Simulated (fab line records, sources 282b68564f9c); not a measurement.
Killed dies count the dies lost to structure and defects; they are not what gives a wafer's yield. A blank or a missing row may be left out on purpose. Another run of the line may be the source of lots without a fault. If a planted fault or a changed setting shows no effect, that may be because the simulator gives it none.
A single fault, viewed from 2 desks | flow rit cmos | every desk sees just its own numbers, and what lay behind them comes last

== DESK OF THE TOOL OWNER: iline stepper-02 ==
The tool's own readings at RIT_NRETRO_EXPOSE_03 (exposes mask M4, target cd 43900 nm): means of the sampled wafers that have a number, for each lot that ran on this tool. A lot is out of limits, marked OUT, if its mean lies more than 4 standard deviations from the usual mean; the brackets give that distance.
Columns: A = exposure dose mJ cm2 at RIT_NRETRO_EXPOSE_03, usual 250.02
lot  | first seen here | A
L553 | day 3 02:28     | 250.15
L556 | day 3 17:21     | 249.95
L558 | day 4 01:46     | 250.26
L563 | day 5 03:35     | 250.23
L564 | day 5 04:40     | 250.12
L565 | day 5 13:17     | 249.82
Finding of this desk: none of the 6 lots has anything out of limits.

== METROLOGY DESK ==
What the gauges read, lot by lot, whatever tool the lot ran on: means of the sampled wafers that have a number. A lot is out of limits, marked OUT, if its mean lies more than 4 standard deviations from the usual mean; the brackets give that distance.
Columns: A = NRETRO_OVL at RIT_NRETRO_OVL_MEAS_06, usual -1.4 nm
lot  | first seen here | A
L553 | day 3 03:01     | -2.2
L555 | day 3 14:48     | -1.6
L556 | day 3 17:47     | -3.0
L557 | day 3 22:56     | -1.8
L558 | day 4 02:11     | -2.4
L560 | day 4 09:53     | -3.2
L563 | day 5 04:01     | 419.1 (+99 or more) OUT
L564 | day 5 05:04     | 418.9 (+99 or more) OUT
L565 | day 5 13:43     | 418.9 (+99 or more) OUT
L566 | day 5 17:39     | -0.2
L567 | day 5 19:31     | -1.1
L570 | day 6 12:47     | -0.3
L571 | day 6 17:53     | -0.7
L572 | day 6 21:07     | -2.0
L573 | day 7 03:27     | 1.2
This desk's result: L563, L564, L565 out of limits, first on L563 (NRETRO_OVL at RIT_NRETRO_OVL_MEAS_06), day 5 04:01. L553, L555, L556, L557, L558, L560, L566, L567, L570, L571, L572, L573 stayed within limits.

== TAKEN TOGETHER ==
Metrology desk: alarm possible at day 5 04:01 on L563, L564, L565.
The tool owner's desk saw nothing out of limits.
The tool owner's desk has L563, L564, L565 on record, within its limits.
On iline stepper-02, each named lot ran RIT_NRETRO_EXPOSE_03.

== WHAT HAD BEEN PUT IN BY THE SIMULATOR ==
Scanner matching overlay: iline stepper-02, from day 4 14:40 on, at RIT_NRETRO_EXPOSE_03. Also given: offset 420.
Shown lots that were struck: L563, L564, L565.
Hours from the fault's start to each desk's first reading out of limits: the metrology desk, 13.
